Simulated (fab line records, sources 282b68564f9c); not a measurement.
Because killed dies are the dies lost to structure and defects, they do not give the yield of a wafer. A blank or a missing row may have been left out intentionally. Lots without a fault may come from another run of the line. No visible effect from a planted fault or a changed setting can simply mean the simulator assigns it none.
Tool commonality check :: flow rit_cmos :: Sample size 14 lots and 42 wafers

## REASON FOR OPENING
Of 14 lots, 2 have the reading NLDD_RS flagged at RIT_SDANNEAL_RS_MEAS_07. Fault-free wafers read 151.5 ohm/sq, with a standard deviation of 0.43.
Rule: a lot is flagged when every wafer of it that has a number lies more than 4 standard deviations from that mean, or none has a number. The other lots count as sound.

lot: L983
measured: day 3 04:23
on: film_metro-03
NLDD_RS (ohm/sq), wafer by wafer: 151.2 151.3 151.1
flag: 

lot: L984
measured: day 3 09:56
on: film_metro-04
NLDD_RS (ohm/sq), wafer by wafer: 151.0 151.7 151.2
flag: 

lot: L985
measured: day 3 14:23
on: film_metro-04
NLDD_RS (ohm/sq), wafer by wafer: 151.1 151.4 151.1
flag: 

lot: L989
measured: day 4 09:59
on: film_metro-04
NLDD_RS (ohm/sq), wafer by wafer: 140.7 141.3 141.2
flag: FLAGGED

lot: L993
measured: day 5 06:28
on: film_metro-03
NLDD_RS (ohm/sq), wafer by wafer: 151.3 151.6 151.6
flag: 

lot: L994
measured: day 5 13:32
on: film_metro-04
NLDD_RS (ohm/sq), wafer by wafer: 140.8 140.6 140.9
flag: FLAGGED

lot: L996
measured: day 5 22:54
on: film_metro-04
NLDD_RS (ohm/sq), wafer by wafer: 151.5 151.4 151.4
flag: 

lot: L997
measured: day 6 05:46
on: film_metro-01
NLDD_RS (ohm/sq), wafer by wafer: 152.4 151.6 151.3
flag: 

lot: L998
measured: day 6 08:46
on: film_metro-04
NLDD_RS (ohm/sq), wafer by wafer: 151.1 151.4 151.0
flag: 

lot: L100
measured: day 6 20:47
on: film_metro-04
NLDD_RS (ohm/sq), wafer by wafer: 151.2 151.2 151.4
flag: 

lot: L102
measured: day 7 02:13
on: film_metro-04
NLDD_RS (ohm/sq), wafer by wafer: 151.1 151.4 151.2
flag: 

lot: L104
measured: day 7 14:37
on: film_metro-01
NLDD_RS (ohm/sq), wafer by wafer: 151.6 151.6 151.4
flag: 

lot: L105
measured: day 7 19:05
on: film_metro-03
NLDD_RS (ohm/sq), wafer by wafer: 151.1 151.7 151.5
flag: 

lot: L106
measured: day 8 02:28
on: film_metro-03
NLDD_RS (ohm/sq), wafer by wafer: 151.4 150.5 150.9
flag: 
Average over the flagged lots: 140.9 ohm/sq; offset from the usual -10.6 ohm/sq, equal to -25 standard deviations.

## TOOL THAT RAN EACH LOT
The record holds 2 process steps before the reading, out of a route of 202 steps. In each cell: the tool, then ch and the chambers that the sampled wafers went through, then the start.
lot: L983
flag: 
RIT_NWELL_STRIP_09: plasma_asher-01 ch 0,1, day 1 20:44
RIT_NLDD_IMPLANT_08: implanter-01 ch 0, day 2 20:02

lot: L984
flag: 
RIT_NWELL_STRIP_09: plasma_asher-02 ch 1, day 2 03:40
RIT_NLDD_IMPLANT_08: implanter-04 ch 0, day 3 01:59

lot: L985
flag: 
RIT_NWELL_STRIP_09: plasma_asher-03 ch 0,1, day 2 09:15
RIT_NLDD_IMPLANT_08: implanter-01 ch 0, day 3 06:11

lot: L989
flag: FLAGGED
RIT_NWELL_STRIP_09: plasma_asher-02 ch 0, day 3 04:33
RIT_NLDD_IMPLANT_08: implanter-01 ch 0, day 4 02:04

lot: L993
flag: 
RIT_NWELL_STRIP_09: plasma_asher-03 ch 0,1, day 4 00:28
RIT_NLDD_IMPLANT_08: implanter-04 ch 0, day 4 22:19

lot: L994
flag: FLAGGED
RIT_NWELL_STRIP_09: plasma_asher-01 ch 0,1, day 4 07:11
RIT_NLDD_IMPLANT_08: implanter-01 ch 0, day 5 05:34

lot: L996
flag: 
RIT_NWELL_STRIP_09: plasma_asher-03 ch 0,1, day 4 16:34
RIT_NLDD_IMPLANT_08: implanter-03 ch 0, day 5 14:29

lot: L997
flag: 
RIT_NWELL_STRIP_09: plasma_asher-03 ch 0,1, day 4 19:56
RIT_NLDD_IMPLANT_08: implanter-03 ch 0, day 5 21:10

lot: L998
flag: 
RIT_NWELL_STRIP_09: plasma_asher-03 ch 1, day 5 02:08
RIT_NLDD_IMPLANT_08: implanter-04 ch 0, day 5 23:40

lot: L100
flag: 
RIT_NWELL_STRIP_09: plasma_asher-01 ch 0,1, day 5 12:46
RIT_NLDD_IMPLANT_08: implanter-04 ch 0, day 6 12:36

lot: L102
flag: 
RIT_NWELL_STRIP_09: plasma_asher-03 ch 0,1, day 5 20:51
RIT_NLDD_IMPLANT_08: implanter-04 ch 0, day 6 17:42

lot: L104
flag: 
RIT_NWELL_STRIP_09: plasma_asher-02 ch 0,1, day 6 10:01
RIT_NLDD_IMPLANT_08: implanter-03 ch 0, day 7 06:41

lot: L105
flag: 
RIT_NWELL_STRIP_09: plasma_asher-02 ch 0, day 6 12:47
RIT_NLDD_IMPLANT_08: implanter-03 ch 0, day 7 10:40

lot: L106
flag: 
RIT_NWELL_STRIP_09: plasma_asher-01 ch 0,1, day 6 16:19
RIT_NLDD_IMPLANT_08: implanter-01 ch 0, day 7 18:11
What these steps do:
- RIT_NWELL_STRIP_09: strips in O2, time 180 s.
- RIT_NLDD_IMPLANT_08
- RIT_SDANNEAL_RS_MEAS_07: measures by four-point-probe.

## FLAGGED OVER TOTAL, TOOL BY TOOL (the gauges that took the reading come last)
step: RIT_NWELL_STRIP_09
tool: plasma_asher-01
lots run: 4
flagged: 1
share of the flagged lots: some
sound lots run after its first flagged lot: 2 (L100,L106)

step: RIT_NWELL_STRIP_09
tool: plasma_asher-02
lots run: 4
flagged: 1
share of the flagged lots: some
sound lots run after its first flagged lot: 2 (L104,L105)

step: RIT_NWELL_STRIP_09
tool: plasma_asher-03
lots run: 6
flagged: 0
share of the flagged lots: none
sound lots run after its first flagged lot: -

step: RIT_NLDD_IMPLANT_08
tool: implanter-01
lots run: 5
flagged: 2
share of the flagged lots: all
sound lots run after its first flagged lot: 1 (L106)

step: RIT_NLDD_IMPLANT_08
tool: implanter-03
lots run: 4
flagged: 0
share of the flagged lots: none
sound lots run after its first flagged lot: -

step: RIT_NLDD_IMPLANT_08
tool: implanter-04
lots run: 5
flagged: 0
share of the flagged lots: none
sound lots run after its first flagged lot: -

step: RIT_SDANNEAL_RS_MEAS_07
tool: film_metro-01
lots run: 2
flagged: 0
share of the flagged lots: none
sound lots run after its first flagged lot: -

step: RIT_SDANNEAL_RS_MEAS_07
tool: film_metro-03
lots run: 4
flagged: 0
share of the flagged lots: none
sound lots run after its first flagged lot: -

step: RIT_SDANNEAL_RS_MEAS_07
tool: film_metro-04
lots run: 8
flagged: 2
share of the flagged lots: all
sound lots run after its first flagged lot: 4 (L996,L998,L100,L102)

## WHAT IS ALLOWED BY THE TABLE
Table rows that saw every flagged lot: 2, namely implanter-01 at RIT_NLDD_IMPLANT_08 and film_metro-04 at RIT_SDANNEAL_RS_MEAS_07.
- implanter-01 at RIT_NLDD_IMPLANT_08 ran 5 lots, 2 of them flagged. Lots that were sound ran on it after the first flagged one (L106); a persistent fault on the entire tool would not allow that. Its own readings (dose_ions_cm2) fall more than 4 standard deviations out on all wafers of the flagged lots.
- film_metro-04 at RIT_SDANNEAL_RS_MEAS_07 ran 8 lots, 2 of them flagged. Lots that were sound ran on it after the first flagged one (L996, L998, L100, L102); a persistent fault on the entire tool would not allow that.
Not one row of the table ran every flagged lot while running no sound lot after the first.

## WHAT HAD BEEN PUT IN BY THE SIMULATOR
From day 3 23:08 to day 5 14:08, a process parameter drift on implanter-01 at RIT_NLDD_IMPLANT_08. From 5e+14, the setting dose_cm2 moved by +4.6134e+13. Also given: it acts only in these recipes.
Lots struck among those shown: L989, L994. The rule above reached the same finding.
